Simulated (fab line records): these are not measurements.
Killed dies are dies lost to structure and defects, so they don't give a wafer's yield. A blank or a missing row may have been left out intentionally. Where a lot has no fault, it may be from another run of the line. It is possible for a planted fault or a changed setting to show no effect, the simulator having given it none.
fab line records	flow rit_cmos
record: lots: 6	wafers: 18	last_day: 7
route steps=202 shown PLDD@118 SPACER@125 NSD@131 PSD@142 SDANNEAL@153 SILICIDE@161 M1@202
lots untouched by any fault: they come from a run of this same line in which no faults occurred
start_h: hours from the record's first day to the start of the lot's first wafer shown	wait_h: hours since the lot's step before	" repeats the value in the row above	L1.1+2: a single row standing in for several wafers	- no value present, or no start provided	* or withheld: withheld	< > ~ a bound
route shown NAME@n: a module of which the file shows steps, and the number in the route of the first	usual: mean and standard deviation over wafers with no fault	same: alike in all rows	chamber/n: place in a boat	sites: the reading at each site	_std_site: the standard deviation of these	_edge_site: mean of outer sites minus mean of inner sites	radius_mm: for every site, how far away it sits from the centre of the wafer	mask NAME#n: copy n	behind: tool/chamber where the wafer was last shaped	hold: why the lot was held/for how many hours/how that ended	device: the transistor (n, p or np) that didn't switch	end of line: the same wafers' tests at the end of the route	for a step that has no rows: nothing shown but its recipe	killed: not the wafer's yield, but the dies lost to structure and defects at the first sort	map: a wafer's dies, marking killed ones x, the rest . and places with no die _
set.NAME: the setting the step ran with; set.NAME@STEP: the setting that earlier step ran with	model.NAME: the simulator's own value behind a step, which no gauge read
certain route steps with their lots: each step a table, each wafer a row
services: when a tool's chamber went out of use (start_h, in hours from the record's first day, below 0 if earlier), for how many hours, and the reason
== steps ==
step: RIT_PLDD_PEB_04
recipe: resist: NOVOLAK	temp_c: withheld	time_s: withheld
step: RIT_PLDD_DEVELOP_05
recipe: resist: NOVOLAK	develop_time_s: 50	dev_temp_c: 23
step: RIT_PLDD_OVL_MEAS_06
usual: PLDD_OVL: 0.5/1.6
lot.wafer	tool	chamber	start_h	wait_h	PLDD_OVL[nm]
L708.1	overlay-01	-	57.81	-	0.8
L708.2	"	-	"	"	-0.2
L708.3	"	-	"	"	0.5
L718.3	overlay-01	-	104.54	-	-1.2
L718.5	"	-	"	"	-0.5
L718.6	"	-	"	"	-0.7
L719.2	overlay-02	-	113.55	-	-0.2
L719.3	"	-	"	"	-1.1
L719.6	"	-	"	"	2.6
L722.1	overlay-02	-	125.10	-	-0.5
L722.3	"	-	"	"	1.0
L722.6	"	-	"	"	-1.8
L726.3	overlay-02	-	144.62	-	-0.6
L726.5	"	-	"	"	0.6
L726.6	"	-	"	"	0.1
L728.3	overlay-01	-	158.46	-	-0.6
L728.5	"	-	"	"	-0.6
L728.6	"	-	"	"	-0.8
step: RIT_PLDD_HARDBAKE_07
recipe: resist: NOVOLAK	temp_c: 140	time_s: 60
step: RIT_PLDD_IMPLANT_08
recipe: species: BF2	energy_kev: 20	dose_cm2: 9e+14	tilt_deg: 7
step: RIT_PLDD_STRIP_09
recipe: chemistry: O2	time_s: 180	resist: NOVOLAK	platen_temp_c: withheld	power_w: 500	pressure_mtorr: 4000	o2_flow_sccm: 4000
usual: drypump_motor_current_A: 6.18/0.2
lot.wafer	tool	chamber	start_h	wait_h	drypump_motor_current_A	rf_hours_counter_h
L708.1	plasma_asher-01	1	58.15	0.1	5.86	41
L708.2	"	0	"	"	6.34	41
L708.3	"	0	"	"	6.32	-
L718.3	plasma_asher-03	0	104.93	0.1	6.46	-
L718.5	"	1	"	"	6.29	-
L718.6	"	0	"	"	6.50	-
L719.2	plasma_asher-04	1	113.98	0.2	6.14	34
L719.3	"	1	"	"	6.16	-
L719.6	"	0	"	"	6.04	-
L722.1	plasma_asher-04	1	125.44	0.1	6.14	36
L722.3	"	0	"	"	6.01	-
L722.6	"	0	"	"	6.02	-
L726.3	plasma_asher-04	1	145.01	0.1	6.15	-
L726.5	"	0	"	"	6.05	-
L726.6	"	1	"	"	6.14	-
L728.3	plasma_asher-01	0	158.85	0.1	6.30	-
L728.5	"	1	"	"	5.92	-
L728.6	"	0	"	"	6.27	-
step: RIT_PLDD_TW_MEAS_10
usual: PLDD_TW: 2358/28
lot.wafer	tool	chamber	start_h	wait_h	PLDD_TW
L708.1	film_metro-01	-	58.33	0.1	2392
L708.2	"	-	"	"	2390
L708.3	"	-	"	"	2391
L718.3	film_metro-01	-	105.06	0.1	2366
L718.5	"	-	"	"	2389
L718.6	"	-	"	"	2372
L719.2	film_metro-02	-	114.17	0.1	2377
L719.3	"	-	"	"	2359
L719.6	"	-	"	"	2372
L722.1	film_metro-02	-	125.61	0.1	2367
L722.3	"	-	"	"	2364
L722.6	"	-	"	"	2362
L726.3	film_metro-01	-	145.14	0.1	2400
L726.5	"	-	"	"	2384
L726.6	"	-	"	"	2389
L728.3	film_metro-03	-	158.98	0.1	2325
L728.5	"	-	"	"	2324
L728.6	"	-	"	"	2318
step: RIT_SPACER_CLEAN_00
recipe: chemistry: SC1	mix: 3:3:50	time_s: 600	temp_c: 75
step: RIT_SPACER_CLEAN_01
recipe: chemistry: dHF	dilution: 50:1	time_s: 30
step: RIT_SPACER_CLEAN_02
recipe: chemistry: SC2	mix: 3:3:50	time_s: 600	temp_c: 75	dry: n2_spin
step: RIT_SPACER_CVD_03
recipe: material: Si3N4	target_thk_nm: 250	temp_c: 810	precursor: SiH2Cl2/NH3	time_s: 3300	pressure_mtorr: 300	sih2cl2_flow_sccm: 60	nh3_flow_sccm: 150
step: RIT_SPACER_THK_MEAS_04
recipe: reads: Si3N4_of_SPACER_CVD_03
usual: SPACER_NITRIDE_THK: 249.2/2.5
lot.wafer	tool	chamber	start_h	wait_h	SPACER_NITRIDE_THK[nm]
L708.1	film_metro-03	-	63.02	0.0	252.2
L708.2	"	-	"	"	253.6
L708.3	"	-	"	"	253.0
L718.3	film_metro-04	-	107.42	0.0	249.4
L718.5	"	-	"	"	250.5
L718.6	"	-	"	"	252.0
L719.2	film_metro-04	-	116.51	0.0	246.3
L719.3	"	-	"	"	246.5
L719.6	"	-	"	"	245.9
L722.1	film_metro-03	-	127.96	0.0	248.9
L722.3	"	-	"	"	249.6
L722.6	"	-	"	"	246.9
L726.3	film_metro-04	-	147.57	0.0	256.7
L726.5	"	-	"	"	256.1
L726.6	"	-	"	"	252.9
L728.3	film_metro-03	-	161.55	0.0	246.8
L728.5	"	-	"	"	248.7
L728.6	"	-	"	"	248.4
step: RIT_SPACER_ETCHBACK_05
recipe: target_depth_a: 2500	SF6_flow_sccm: 30	CHF3_flow_sccm: 30	target: Si3N4	chemistry: SF6/CHF3	pressure_mtorr: 40	rf_w: 250	time_s: 240	stop_on: SiO2
usual: drypump_motor_current_A: 5.8/0.47	oes_product_au: 0.843/0.013	run_length_s: 268.2/0.4	throttle_valve_pct: 10.24/0.14
lot.wafer	tool	chamber	start_h	wait_h	drypump_motor_current_A	oes_product_au	rf_hours_counter_h	run_length_s	throttle_valve_pct	model.poly-Si_of_GATE_CVD_08.thk_nm	model.Si3N4_of_SPACER_CVD_03.thk_nm	model.SiO2_of_FOX2_OXIDATION_00.thk_nm
L708.1	rie_diel-04	1	63.08	0.1	5.7	0.844	32	268.6	10.18	164.4	197.2	172.3
L708.2	"	0	"	"	4.7	0.830	83	268.1	10.21	166.6	198	164.8
L708.3	"	3	"	"	6.1	0.844	92	269.0	10.56	164	197.8	172.1
L718.3	rie_diel-02	1	107.46	0.0	6.5	0.857	133	267.8	10.11	169.5	195	172.7
L718.5	"	2	"	"	5.6	0.846	-	268.6	10.14	167.8	195.9	166.3
L718.6	"	1	"	"	6.5	0.855	-	268.0	10.14	169.3	196.9	176.7
L719.2	rie_diel-02	3	116.56	0.0	5.9	0.665	137	363.6	10.23	144.5	173.2	158.5
L719.3	"	2	"	"	5.6	0.670	72	364.7	10.08	140.2	171.2	157.6
L719.6	"	0	"	"	5.8	0.667	-	364.2	10.24	143.9	172.2	160.3
L722.1	rie_diel-02	0	128.02	0.1	5.8	0.670	8	363.9	10.23	147.4	175.5	153.8
L722.3	"	2	"	"	5.6	0.673	72	364.3	10.08	147	174.6	157.4
L722.6	"	3	"	"	6.0	0.668	-	363.5	10.25	149.8	175.7	160.2
L726.3	rie_diel-03	1	147.61	0.0	5.5	0.859	35	267.7	10.12	166.2	200.7	178
L726.5	"	2	"	"	6.3	0.843	-	268.0	10.19	166.1	201	184
L726.6	"	1	"	"	5.5	0.859	-	268.4	10.10	168.6	197.4	180.5
L728.3	rie_diel-03	0	161.59	0.0	5.7	0.822	139	268.0	10.06	168	194.4	180
L728.5	"	0	"	"	5.7	0.835	-	267.7	10.05	166.9	194.9	178
L728.6	"	1	"	"	5.5	0.841	-	267.8	10.10	164.4	194.3	173.6
step: RIT_NSD_HMDS_00
recipe: prime_time_s: 60	prime_temp_c: 140
step: RIT_NSD_COAT_01
recipe: resist: NOVOLAK	spin_rpm: 3250	resist_thk_nm: 1000
step: RIT_NSD_SOFTBAKE_02
recipe: resist: NOVOLAK	temp_c: 90	time_s: 60
step: RIT_NSD_EXPOSE_03
recipe: mask_id: M9	na: 0.57	target_cd_nm: 40700	dose_mj: 250
step: RIT_NSD_PEB_04
recipe: resist: NOVOLAK	temp_c: withheld	time_s: withheld
step: RIT_NSD_DEVELOP_05
recipe: resist: NOVOLAK	develop_time_s: 50	dev_temp_c: 23
step: RIT_NSD_OVL_MEAS_06
usual: NSD_OVL: 1.1/1.3
lot.wafer	tool	chamber	start_h	wait_h	NSD_OVL[nm]
L708.1	overlay-01	-	64.08	-	0.5
L708.2	"	-	"	"	1.1
L708.3	"	-	"	"	1.1
L718.3	overlay-01	-	108.48	-	0.5
L718.5	"	-	"	"	0.1
L718.6	"	-	"	"	1.9
L719.2	overlay-01	-	117.56	-	2.8
L719.3	"	-	"	"	1.0
L719.6	"	-	"	"	2.5
L722.1	overlay-02	-	129.21	-	1.4
L722.3	"	-	"	"	1.9
L722.6	"	-	"	"	3.1
L726.3	overlay-02	-	148.84	-	0.8
L726.5	"	-	"	"	0.0
L726.6	"	-	"	"	1.3
L728.3	overlay-01	-	162.90	-	1.9
L728.5	"	-	"	"	0.9
L728.6	"	-	"	"	2.0
step: RIT_NSD_HARDBAKE_07
recipe: resist: NOVOLAK	temp_c: 140	time_s: 60
step: RIT_NSD_IMPLANT_08
recipe: species: P	energy_kev: 25	dose_cm2: 1e+15	tilt_deg: 7
step: RIT_NSD_STRIP_09
recipe: chemistry: O2	time_s: 180	resist: NOVOLAK	platen_temp_c: withheld	power_w: 500	pressure_mtorr: 4000	o2_flow_sccm: 4000
usual: drypump_motor_current_A: 6.0/0.38
lot.wafer	tool	chamber	start_h	wait_h	drypump_motor_current_A	rf_hours_counter_h
L708.1	plasma_asher-01	1	64.42	0.1	5.9	42
L708.2	"	0	"	"	6.3	42
L708.3	"	1	"	"	5.9	-
L718.3	plasma_asher-04	1	108.86	0.1	6.1	-
L718.5	"	0	"	"	6.0	-
L718.6	"	1	"	"	6.1	-
L719.2	plasma_asher-04	1	117.89	0.1	6.1	35
L719.3	"	0	"	"	6.0	-
L719.6	"	0	"	"	6.0	-
L722.1	plasma_asher-04	0	129.55	0.1	6.0	36
L722.3	"	0	"	"	6.0	-
L722.6	"	1	"	"	6.1	-
L726.3	plasma_asher-01	0	149.22	0.1	6.3	-
L726.5	"	0	"	"	6.3	-
L726.6	"	1	"	"	5.9	-
L728.3	plasma_asher-02	0	163.29	0.1	5.3	-
L728.5	"	1	"	"	6.5	-
L728.6	"	0	"	"	5.3	-
step: RIT_NSD_TW_MEAS_10
usual: NSD_TW: 3137/40
lot.wafer	tool	chamber	start_h	wait_h	NSD_TW
L708.1	film_metro-01	-	64.59	0.1	3173
L708.2	"	-	"	"	3161
L708.3	"	-	"	"	3177
L718.3	film_metro-01	-	108.99	0.1	3153
L718.5	"	-	"	"	3162
L718.6	"	-	"	"	3152
L719.2	film_metro-03	-	118.08	0.1	3081
L719.3	"	-	"	"	3082
L719.6	"	-	"	"	3063
L722.1	film_metro-02	-	129.72	0.1	3137
L722.3	"	-	"	"	3147
L722.6	"	-	"	"	3157
L726.3	film_metro-01	-	149.36	0.1	3177
L726.5	"	-	"	"	3184
L726.6	"	-	"	"	3195
L728.3	film_metro-03	-	163.42	0.1	3092
L728.5	"	-	"	"	3083
L728.6	"	-	"	"	3086
step: RIT_PSD_HMDS_00
recipe: prime_time_s: 60	prime_temp_c: 140
step: RIT_PSD_COAT_01
recipe: resist: NOVOLAK	spin_rpm: 3250	resist_thk_nm: 1000
step: RIT_PSD_SOFTBAKE_02
recipe: resist: NOVOLAK	temp_c: 90	time_s: 60
step: RIT_PSD_EXPOSE_03
recipe: mask_id: M10	na: 0.57	target_cd_nm: 40900	dose_mj: 250
step: RIT_PSD_PEB_04
recipe: resist: NOVOLAK	temp_c: withheld	time_s: withheld
step: RIT_PSD_DEVELOP_05
recipe: resist: NOVOLAK	develop_time_s: 50	dev_temp_c: 23
step: RIT_PSD_OVL_MEAS_06
usual: PSD_OVL: 0.7/1.4
lot.wafer	tool	chamber	start_h	wait_h	PSD_OVL[nm]
L708.1	overlay-02	-	65.63	-	0.2
L708.2	"	-	"	"	1.7
L708.3	"	-	"	"	1.3
L718.3	overlay-01	-	109.90	-	1.0
L718.5	"	-	"	"	0.2
L718.6	"	-	"	"	0.7
L719.2	overlay-01	-	119.14	-	1.3
L719.3	"	-	"	"	0.5
L719.6	"	-	"	"	1.4
L722.1	overlay-01	-	130.76	-	1.1
L722.3	"	-	"	"	1.1
L722.6	"	-	"	"	2.4
L726.3	overlay-02	-	150.39	-	3.3
L726.5	"	-	"	"	5.3
L726.6	"	-	"	"	3.1
L728.3	overlay-02	-	164.60	-	0.7
L728.5	"	-	"	"	2.0
L728.6	"	-	"	"	1.5
step: RIT_PSD_HARDBAKE_07
recipe: resist: NOVOLAK	temp_c: 140	time_s: 60
step: RIT_PSD_IMPLANT_08
recipe: species: BF2	energy_kev: 27	dose_cm2: 5e+15	tilt_deg: 7
step: RIT_PSD_STRIP_09
recipe: chemistry: O2	time_s: 180	resist: NOVOLAK	platen_temp_c: withheld	power_w: 500	pressure_mtorr: 4000	o2_flow_sccm: 4000
usual: drypump_motor_current_A: 6.0/0.47
lot.wafer	tool	chamber	start_h	wait_h	drypump_motor_current_A	rf_hours_counter_h
L708.1	plasma_asher-01	0	65.96	0.1	6.3	42
L708.2	"	1	"	"	5.9	42
L708.3	"	0	"	"	6.3	-
L718.3	plasma_asher-02	1	110.28	0.1	6.5	-
L718.5	"	0	"	"	5.3	-
L718.6	"	1	"	"	6.5	-
L719.2	plasma_asher-03	0	119.47	0.1	6.5	0
L719.3	"	1	"	"	6.3	-
L719.6	"	0	"	"	6.5	-
L722.1	plasma_asher-02	1	131.09	0.1	6.5	51
L722.3	"	0	"	"	5.3	-
L722.6	"	0	"	"	5.3	-
L726.3	plasma_asher-01	0	150.77	0.1	6.3	-
L726.5	"	0	"	"	6.3	-
L726.6	"	1	"	"	5.9	-
L728.3	plasma_asher-01	0	164.98	0.1	6.3	-
L728.5	"	1	"	"	5.9	-
L728.6	"	0	"	"	6.3	-
step: RIT_PSD_TW_MEAS_10
usual: PSD_TW: 3458/37
lot.wafer	tool	chamber	start_h	wait_h	PSD_TW
L708.1	film_metro-03	-	66.14	0.1	3391
L708.2	"	-	"	"	3424
L708.3	"	-	"	"	3399
L718.3	film_metro-02	-	110.42	0.1	3437
L718.5	"	-	"	"	3467
L718.6	"	-	"	"	3460
L719.2	film_metro-02	-	119.66	0.1	3438
L719.3	"	-	"	"	3484
L719.6	"	-	"	"	3466
L722.1	film_metro-01	-	131.27	0.1	3479
L722.3	"	-	"	"	3460
L722.6	"	-	"	"	3467
L726.3	film_metro-03	-	150.91	0.1	3396
L726.5	"	-	"	"	3386
L726.6	"	-	"	"	3386
L728.3	film_metro-03	-	165.12	0.1	3388
L728.5	"	-	"	"	3376
L728.6	"	-	"	"	3384
step: RIT_SDANNEAL_CLEAN_00
recipe: chemistry: SC1	mix: 3:3:50	time_s: 600	temp_c: 75
step: RIT_SDANNEAL_CLEAN_01
recipe: chemistry: dHF	dilution: 50:1	time_s: 30
step: RIT_SDANNEAL_CLEAN_02
recipe: chemistry: SC2	mix: 3:3:50	time_s: 600	temp_c: 75	dry: n2_spin
usual: bath_guard_temp_C: 75.2/0.58
lot.wafer	tool	chamber	start_h	wait_h	bath_guard_temp_C	model.poly-Si_of_GATE_CVD_08.thk_nm
L708.1	wet_bench-04	3	66.39	0.0	74.5	160
L708.2	"	3	"	"	75.1	162.2
L708.3	"	3	"	"	74.8	159.6
L718.3	wet_bench-04	2	110.82	0.0	75.4	165.1
L718.5	"	2	"	"	75.5	163.4
L718.6	"	2	"	"	75.5	164.9
L719.2	wet_bench-04	2	120.07	0.0	75.5	140
L719.3	"	2	"	"	75.4	135.7
L719.6	"	2	"	"	75.4	139.4
L722.1	wet_bench-01	3	131.54	0.0	75.4	143
L722.3	"	3	"	"	75.3	142.6
L722.6	"	3	"	"	75.6	145.5
L726.3	wet_bench-02	0	151.14	0.0	74.4	161.8
L726.5	"	0	"	"	74.5	161.7
L726.6	"	0	"	"	74.4	164.2
L728.3	wet_bench-02	0	165.37	0.0	74.5	163.7
L728.5	"	0	"	"	74.3	162.5
L728.6	"	0	"	"	74.1	160.1
step: RIT_SDANNEAL_RTA_03
recipe: temp_c: 1050	time_s: 5	idle_temp_c: 600	ramp_up_c_per_s: 342	ramp_down_c_per_s: 171	cool_to_c: 600	ambient: N2
usual: wafer_temp_C_max: 1053.5/1.2
lot.wafer	tool	chamber	start_h	wait_h	wafer_temp_C_max
L708.1	rtp_anneal-02	0	66.57	0.0	1054.8
L708.2	"	0	"	"	1054.1
L708.3	"	0	"	"	1053.4
L718.3	rtp_anneal-02	0	111.19	0.0	1054.4
L718.5	"	0	"	"	1053.7
L718.6	"	0	"	"	1056.7
L719.2	rtp_anneal-01	0	120.43	0.0	1052.6
L719.3	"	0	"	"	1053.9
L719.6	"	0	"	"	1052.1
L722.1	rtp_anneal-02	0	131.72	0.0	1052.9
L722.3	"	0	"	"	1053.3
L722.6	"	0	"	"	1052.9
L726.3	rtp_anneal-02	0	151.38	0.0	1055.5
L726.5	"	0	"	"	1052.6
L726.6	"	0	"	"	1052.7
L728.3	rtp_anneal-02	0	165.74	0.0	1053.3
L728.5	"	0	"	"	1054.5
L728.6	"	0	"	"	1052.6
step: RIT_SDANNEAL_RS_MEAS_04
recipe: thk_meas_gauge: four-point-probe
usual: PSD_RS: 115.8/0.33
lot.wafer	tool	chamber	start_h	wait_h	PSD_RS[ohm/sq]
L708.1	film_metro-01	-	66.63	0.0	115.4
L708.2	"	-	"	"	115.8
L708.3	"	-	"	"	115.5
L718.3	film_metro-02	-	111.27	0.1	116.2
L718.5	"	-	"	"	116.3
L718.6	"	-	"	"	116.6
L719.2	film_metro-01	-	120.50	0.1	115.8
L719.3	"	-	"	"	115.9
L719.6	"	-	"	"	116.0
L722.1	film_metro-03	-	131.77	0.0	115.7
L722.3	"	-	"	"	115.8
L722.6	"	-	"	"	115.6
L726.3	film_metro-02	-	151.46	0.1	115.4
L726.5	"	-	"	"	115.5
L726.6	"	-	"	"	115.5
L728.3	film_metro-01	-	165.82	0.1	116.0
L728.5	"	-	"	"	116.6
L728.6	"	-	"	"	116.1
step: RIT_SDANNEAL_RS_MEAS_05
recipe: thk_meas_gauge: four-point-probe
usual: NSD_RS: 84.54/0.28
lot.wafer	tool	chamber	start_h	wait_h	NSD_RS[ohm/sq]
L708.1	film_metro-01	-	66.75	0.1	84.69
L708.2	"	-	"	"	84.69
L708.3	"	-	"	"	84.60
L718.3	film_metro-02	-	111.39	0.1	84.45
L718.5	"	-	"	"	84.37
L718.6	"	-	"	"	84.59
L719.2	film_metro-01	-	120.62	0.1	85.00
L719.3	"	-	"	"	84.82
L719.6	"	-	"	"	84.88
L722.1	film_metro-03	-	131.89	0.1	84.35
L722.3	"	-	"	"	84.95
L722.6	"	-	"	"	84.63
L726.3	film_metro-02	-	151.58	0.1	84.25
L726.5	"	-	"	"	84.54
L726.6	"	-	"	"	84.45
L728.3	film_metro-01	-	165.94	0.1	84.23
L728.5	"	-	"	"	84.61
L728.6	"	-	"	"	84.35
step: RIT_SDANNEAL_RS_MEAS_06
recipe: thk_meas_gauge: four-point-probe
usual: PLDD_RS: 178.6/0.53
lot.wafer	tool	chamber	start_h	wait_h	PLDD_RS[ohm/sq]
L708.1	film_metro-01	-	66.87	0.1	178.0
L708.2	"	-	"	"	178.2
L708.3	"	-	"	"	177.9
L718.3	film_metro-02	-	111.51	0.1	178.8
L718.5	"	-	"	"	178.9
L718.6	"	-	"	"	179.5
L719.2	film_metro-01	-	120.74	0.1	178.3
L719.3	"	-	"	"	178.4
L719.6	"	-	"	"	179.0
L722.1	film_metro-03	-	132.01	0.1	179.3
L722.3	"	-	"	"	178.9
L722.6	"	-	"	"	179.1
L726.3	film_metro-02	-	151.70	0.1	178.6
L726.5	"	-	"	"	178.5
L726.6	"	-	"	"	178.4
L728.3	film_metro-01	-	166.06	0.1	179.3
L728.5	"	-	"	"	179.0
L728.6	"	-	"	"	179.3
step: RIT_SILICIDE_WET_ETCH_00
recipe: chemistry: BOE	target: SiO2	target_depth_nm: 14	time_s: 15	dry: n2_spin	dilution: 10:1	temp_c: 21.5
lot.wafer	tool	chamber	start_h	wait_h	model.Si3N4_of_SPACER_CVD_03.thk_nm	model.SiO2_of_FOX2_OXIDATION_00.thk_nm
L708.1	wet_bench-02	1	67.11	0.1	196	143.5
L708.2	"	1	"	"	196.8	136.1
L708.3	"	1	"	"	196.6	143.4
L718.3	wet_bench-03	3	111.71	0.1	193.8	144
L718.5	"	3	"	"	194.7	137.6
L718.6	"	3	"	"	195.7	148
L719.2	wet_bench-02	3	120.96	0.1	172	130
L719.3	"	3	"	"	170	129.1
L719.6	"	3	"	"	171.1	131.7
L722.1	wet_bench-03	3	132.25	0.1	174.3	125.1
L722.3	"	3	"	"	173.4	128.6
L722.6	"	3	"	"	174.5	131.4
L726.3	wet_bench-01	2	151.90	0.1	199.5	149.6
L726.5	"	2	"	"	199.8	155.6
L726.6	"	2	"	"	196.3	152.1
L728.3	wet_bench-03	0	166.26	0.1	193.3	151.4
L728.5	"	0	"	"	193.8	149.2
L728.6	"	0	"	"	193.1	144.9
step: RIT_M1_PROBE_99
usual: killed_at_contacts: 0.1/0.34	killed_at_front_end: 6.9/2.8	killed_dies: 7.1/2.8	killed_open: 3.4/1.9	killed_short: 3.6/1.7
same: gross_dies: 264	killed_at_M0_to_M3: 0	killed_at_M4_up: 0	killed_at_back_side: 0	killed_at_other: 0
lot.wafer	tool	chamber	start_h	wait_h	killed_at_contacts	killed_at_front_end	killed_dies	killed_open	killed_short	model.etest.nplus_sal.width_nm	model.etest.pplus_sal.width_nm	model.etest.pldd.width_nm	model.etest.nldd.width_nm	model.etest.pwell_pinched.rs_ohm_sq	model.etest.nwell_pinched.rs_ohm_sq	model.etest.well_edge_left.line_ohm_um	model.etest.well_edge_right.line_ohm_um
L708.1	prober-01	-	74.02	0.1	0	6	6	2	4	3469	3462	3207	3197	460.4	341	182.9	185.9
L708.2	prober-01	-	74.07	0.1	0	7	7	1	6	3477	3452	3175	3183	452.1	340.2	181	183.1
L708.3	prober-01	-	74.12	0.2	0	5	5	1	4	3446	3462	3176	3171	450.6	341.1	181.9	184.9
L718.3	prober-01	-	118.91	0.2	0	8	8	6	2	3443	3467	3194	3193	455.8	340.7	184.8	185
L718.5	prober-01	-	119.01	0.2	0	7	7	4	3	3462	3442	3192	3182	458.7	341.6	182.4	180.4
L718.6	prober-01	-	119.06	0.2	0	10	10	6	4	3437	3447	3185	3152	459.2	338.3	186.1	181.9
L719.2	prober-02	-	128.53	0.1	0	3	3	0	2	3653	3618	3349	3338	546.7	413.9	224.4	225.2
L719.3	prober-02	-	128.58	0.2	0	8	8	4	4	3619	3632	3341	3329	548.7	425.8	231.8	227.8
L719.6	prober-02	-	128.73	0.2	0	7	7	1	6	3614	3630	3353	3349	546.9	416.4	223.6	226.3
L722.1	prober-01	-	139.34	0.1	0	6	6	4	2	-	-	-	-	-	-	-	-
L722.3	prober-01	-	139.44	0.2	0	8	8	3	5	-	-	-	-	-	-	-	-
L722.6	prober-01	-	139.59	0.2	0	7	7	4	3	-	-	-	-	-	-	-	-
L726.3	prober-02	-	159.01	0.2	0	12	12	7	5	3419	3427	3183	3161	461.7	334.4	181.6	181.6
L726.5	prober-02	-	159.11	0.2	0	5	5	2	3	3397	3400	3143	3160	458.5	334	183.2	180.9
L726.6	prober-02	-	159.16	0.2	0	12	12	10	2	3438	3426	3155	3153	469.8	337.6	181.3	183.1
L728.3	prober-02	-	173.38	0.2	0	10	10	5	5	3432	3440	3201	3173	458	337.1	186.3	186.3
L728.5	prober-02	-	173.48	0.2	1	9	10	5	5	3450	3451	3179	3175	457.2	339.1	185.4	183.9
L728.6	prober-02	-	173.53	0.2	0	9	9	6	3	3450	3476	3168	3186	465.3	343	184.9	182.1
killed by level:class
L708.1 GATE:geometric_particle:open=2 GATE:geometric_particle:short=1 REOX:geometric_particle:short=1 SPACER:geometric_particle:short=1 SILICIDE:geometric_particle:short=1
L708.2 SILICIDE:geometric_particle:short=3 FOX1:geometric_particle:short=2 REOX:geometric_particle:short=1 SILICIDE:geometric_particle:open=1
L708.3 GATE:geometric_particle:short=2 REOX:geometric_particle:short=1 GATE:geometric_particle:open=1 SPACER:geometric_particle:short=1
L718.3 FOX2:geometric_particle:open=2 SILICIDE:geometric_particle:open=2 GATE:geometric_particle:short=1 GATE:geometric_particle:open=1 SPACER:geometric_particle:open=1 SILICIDE:geometric_particle:short=1
L718.5 GATE:geometric_particle:short=2 SILICIDE:geometric_particle:open=2 FOX2:geometric_particle:open=1 GATE:geometric_particle:open=1 SILICIDE:geometric_particle:short=1
L718.6 GATE:geometric_particle:open=2 REOX:geometric_particle:short=2 SILICIDE:geometric_particle:open=2 FOX1:geometric_particle:open=1 FOX2:geometric_particle:short=1 SPACER:geometric_particle:open=1 SPACER:geometric_particle:short=1
L719.2 SILICIDE:geometric_particle:short=2 GATE:coat_microbubble_printed=1
L719.3 GATE:geometric_particle:short=3 SPACER:geometric_particle:open=2 FOX1:geometric_particle:open=1 GATE:geometric_particle:open=1 SILICIDE:geometric_particle:short=1
L719.6 GATE:geometric_particle:short=3 FOX1:geometric_particle:short=1 FOX2:geometric_particle:short=1 SILICIDE:geometric_particle:open=1 SILICIDE:geometric_particle:short=1
L722.1 GATE:geometric_particle:open=4 FOX2:geometric_particle:short=1 GATE:geometric_particle:short=1
L722.3 FOX1:geometric_particle:open=1 FOX1:geometric_particle:short=1 FOX2:geometric_particle:open=1 GATE:geometric_particle:open=1 GATE:geometric_particle:short=1 REOX:geometric_particle:short=1 SPACER:geometric_particle:short=1 SILICIDE:geometric_particle:short=1
L722.6 FOX2:geometric_particle:open=2 GATE:geometric_particle:short=2 FOX1:geometric_particle:open=1 GATE:geometric_particle:open=1 SILICIDE:geometric_particle:short=1
L726.3 GATE:geometric_particle:open=5 GATE:geometric_particle:short=3 SPACER:geometric_particle:open=2 REOX:geometric_particle:short=1 SPACER:geometric_particle:short=1
L726.5 FOX1:geometric_particle:short=2 ACTIVE:geometric_particle:open=1 GATE:geometric_particle:open=1 SPACER:geometric_particle:short=1
L726.6 GATE:geometric_particle:open=4 SILICIDE:geometric_particle:open=3 FOX1:geometric_particle:open=1 GATE:geometric_particle:short=1 REOX:geometric_particle:open=1 SPACER:geometric_particle:short=1 SPACER:geometric_particle:open=1
L728.3 GATE:geometric_particle:short=3 GATE:geometric_particle:open=2 SILICIDE:geometric_particle:open=2 FOX1:geometric_particle:short=1 SPACER:geometric_particle:open=1 SILICIDE:geometric_particle:short=1
L728.5 GATE:geometric_particle:open=4 FOX2:geometric_particle:short=2 GATE:geometric_particle:short=1 SPACER:geometric_particle:short=1 SILICIDE:geometric_particle:open=1 CONTACT:geometric_particle:short=1
L728.6 GATE:geometric_particle:open=4 GATE:geometric_particle:short=2 REOX:geometric_particle:open=1 SILICIDE:geometric_particle:open=1 SILICIDE:geometric_particle:short=1
== services ==
tool	chamber	start_h	hours	kind
rie_diel-02	-	37.99	14.6	pm
plasma_asher-02	-	40.67	2.8	pm
rtp_anneal-01	-	42.46	24.4	pm
rie_diel-04	3	44.83	3.5	repair
plasma_asher-03	-	57.75	28.1	pm
rie_diel-03	-	70.76	10.0	pm
rie_diel-04	2	79.64	9.2	repair
rie_diel-03	0	87.35	15.6	repair
rie_diel-04	1	96.51	3.7	repair
wet_bench-01	-	102.91	1.9	pm
plasma_asher-03	-	105.49	1.6	repair
plasma_asher-03	-	108.75	9.0	pm
plasma_asher-03	0	108.75	9.0	vent_cycle
plasma_asher-03	1	108.75	9.0	vent_cycle
plasma_asher-01	-	111.83	4.1	repair
plasma_asher-03	0	117.75	-	clean
plasma_asher-03	1	117.75	-	clean
rie_diel-02	3	153.56	17.5	repair
plasma_asher-04	-	159.44	14.6	pm
rtp_anneal-02	-	160.64	4.9	pm
rie_diel-02	2	161.20	11.1	repair
== key ==
first_sign: step: RIT_SPACER_ETCHBACK_05	reading: run_length_s	direction: up	sigmas: 99+	usual: *	struck: *
effect: step: RIT_SPACER_ETCHBACK_05	reading: oes_product_au	direction: down	sigmas: 13	usual: 0.843	struck: 0.669
model_effect: step: RIT_SPACER_ETCHBACK_05	value: poly-Si_of_GATE_CVD_08.thk_nm	without: 171.2	struck: 145.5
model_effect: step: RIT_SDANNEAL_CLEAN_02	value: poly-Si_of_GATE_CVD_08.thk_nm	without: 166.8	struck: 141.1
model_effect: step: RIT_SILICIDE_WET_ETCH_00	value: Si3N4_of_SPACER_CVD_03.thk_nm	without: 193.6	struck: 172.6
model_effect: step: RIT_M1_PROBE_99	value: etest.nplus_sal.width_nm	without: 3445	struck: 3629
met_at RIT_SPACER_ETCHBACK_05
struck_wafers L719.2,L719.3,L719.6,L722.1,L722.3,L722.6
tester_left_out L719,L722
onset_between 107.46 116.56
fault: kind: process_parameter_drift	tool: rie_diel-02	chamber: -	onset_h: 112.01	steps: RIT_SPACER_ETCHBACK_05	channel: time_s	offset: *	shape: step	end_h: 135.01	acts_in: *	stated: *
tester_left_out: of these lots the tester's yield and bins aren't shown, on N5 and GAA mostly nor the transistor test; their killed dies are dies lost to structure and defects alone, not to doping, threshold or leakage, so they don't give the yield
